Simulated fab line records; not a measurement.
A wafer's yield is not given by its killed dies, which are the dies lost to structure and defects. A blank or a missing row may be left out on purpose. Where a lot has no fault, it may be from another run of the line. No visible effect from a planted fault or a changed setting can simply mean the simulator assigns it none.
8D (eight disciplines) problem report, filled in by code || flow rit-cmos || the parts of the form that need people (team, actions taken, sign-off) are left out

## 1. WHAT WENT WRONG
At RIT_NRETRO_SOFTBAKE_02, run-length-s averages 86.39 s over 6 wafers from 2 lots, while fault-free wafers read 89.34 s, standard deviation 0.23. That puts it -13 standard deviations away from the usual mean.
The step: time 60 s.
First observed at day 5 03:23: wafer L696.2, on litho-track-04. The record holds 42 wafers of 14 lots with a number at this step. By rule, "out" or "out of limits" means more than 4 standard deviations away from the usual mean. The other wafers with a number count as sound.

## 2. WHAT THIS IS AND IS NOT
{"question": "which readings at this step", "is": "run-length-s, heater-power-total-W", "is not": "-"}
{"question": "which lots", "is": "L696, L697", "is not": "L682, L683, L684, L685, L686, L687, L688, L691, L699, L701, L702, L704"}
{"question": "which wafers of those lots", "is": "all that have a number", "is not": "-"}
{"question": "read on which tools", "is": "litho-track-04", "is not": "litho-track-01, litho-track-02"}
{"question": "when", "is": "from day 5 03:23", "is not": "up to then (24 sound wafers); but 12 sound wafers of L699, L701, L702, L704 came after"}

## 3. SUSPECTS, AND WHAT RULES EACH OUT
Counting: a tool stays on the suspect list if, at a process step up to the reading, it processed all lots that are out and no sound lot following the first of them.
- litho-track-04 at RIT_NRETRO_SOFTBAKE_02 (time 60 s): kept. Every lot that is out went through it, starting with L696 (day 5 03:23), and after that it ran no sound lot; the last sound lot it ran before then is L691 (day 4 01:38). Its own heater-power-total-W, run-length-s readings are out on those wafers.
The count leaves litho-track-04 at RIT_NRETRO_SOFTBAKE_02.

## 4. THE CAUSE (what the simulator had put in)
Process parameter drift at RIT_NRETRO_SOFTBAKE_02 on litho-track-04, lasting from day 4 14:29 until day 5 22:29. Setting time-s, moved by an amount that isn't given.
This tool alone remained once counting was done.

## 5. SEQUENCE OF EFFECTS, ordered by route
Each row: a reading where the mean over the struck wafers with a number is more than 3 standard deviations away from the usual. Readings are gone through only where the record gives a usual standard deviation; hours: the median, over the lots, of the time from a lot's start at the first step in this table giving one to that lot's start at this step; sigmas: the change measured in usual standard deviations.
{"hours": 0, "step": "RIT_NRETRO_SOFTBAKE_02", "reading": "heater-power-total-W", "usual": "34.56 W", "on struck wafers": 35.07, "change": "+0.51", "sigmas": "+11"}
{"hours": 0, "step": "RIT_NRETRO_SOFTBAKE_02", "reading": "run-length-s", "usual": "89.34 s", "on struck wafers": 86.39, "change": -2.95, "sigmas": -13}
Here are the process steps it includes:
- RIT_NRETRO_SOFTBAKE_02: time 60 s.
Readings that are blank on the struck wafers while sound wafers have them: plate-temp-C at RIT_NRETRO_SOFTBAKE_02.
At these later measuring or inspecting steps, every struck wafer for which the step has a row has a number for every such reading, and none has moved that far: RIT_SDANNEAL_RS_MEAS_06.

## 6. WHAT WOULD HAVE CAUGHT IT SOONER
In this record the first reading out of limits was taken at day 5 03:23, 13 hours after the fault began at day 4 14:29.
